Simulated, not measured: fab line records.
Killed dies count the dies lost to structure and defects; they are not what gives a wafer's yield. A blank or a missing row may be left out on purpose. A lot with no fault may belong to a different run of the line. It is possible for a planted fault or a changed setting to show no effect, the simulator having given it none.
Which tool did it? | flow berkeleyCmos170 | 6 lots, 18 wafers sampled, at 3 steps of a route of 331

WHAT THE GAUGES READ, wafer by wafer
UCB170_V1_BOW_MEAS_03.
lot  | measured     | on           | V1_BOW (um)
L541 | day 7 16:22  | filmMetro-01 | 21 26 20
L545 | day 8 01:12  | filmMetro-04 | 6 4 26
L543 | day 8 01:48  | filmMetro-03 | 29 20 31
L550 | day 9 14:48  | filmMetro-04 | 17 23 20
L559 | day 10 21:28 | filmMetro-01 | 29 17 21
L562 | day 12 01:13 | filmMetro-04 | 19 13 20

TOOL THAT RAN EACH LOT (tool first, then ch and the chambers of the sampled wafers, then the start)
lot  | UCB170_CONTACT_ETCH_18                       | UCB170_M1_ETCH_11
L541 | rieDiel-01 ch 0,1, day 7 12:07 or earlier    | rieDiel-01 ch 1,2,3, day 7 12:07
L545 | rieDiel-01 ch 1,2,3, day 7 20:47 or earlier  | rieDiel-01 ch 0,1,2, day 7 20:47
L543 | rieDiel-02 ch 2,3, day 7 21:26 or earlier    | rieDiel-01 ch 0,1,2, day 7 21:26
L550 | rieDiel-02 ch 0,2, day 9 09:46 or earlier    | rieDiel-01 ch 1,2, day 9 09:46
L559 | rieDiel-01 ch 0,1, day 10 18:35 or earlier   | rieDiel-02 ch 0,1,2, day 10 18:35
L562 | rieDiel-03 ch 1,2,3, day 11 17:02 or earlier | rieDiel-04 ch 2,3, day 11 17:02
- UCB170_CONTACT_ETCH_18: etches PSG in CHF3/CF4/Ar, stops on TiSi2, target depth 840 nm, time 195 s.
- UCB170_M1_ETCH_11: etches BARC in N2/H2.

THE ANSWER, worked out from the rows above alone
Rule: usual is defined by the lots themselves. The widest of any qualifying gaps counts: lots, ordered by their means at a reading, are off when they make up no more than a third of the lots, leave a main group of 4 or more, and stand apart from it by 3 or more times the standard deviation of that group's means. A main group is skipped when, at the precision printed for the reading in the tables above, its means are all equal. Also off: a lot with no number at a reading for which 4 or more lots have one. Any other lot the step has rows for is counted as sound.
None of the lots is off at any reading shown; this tells nothing.

WHAT WAS PUT IN BY THE SIMULATOR
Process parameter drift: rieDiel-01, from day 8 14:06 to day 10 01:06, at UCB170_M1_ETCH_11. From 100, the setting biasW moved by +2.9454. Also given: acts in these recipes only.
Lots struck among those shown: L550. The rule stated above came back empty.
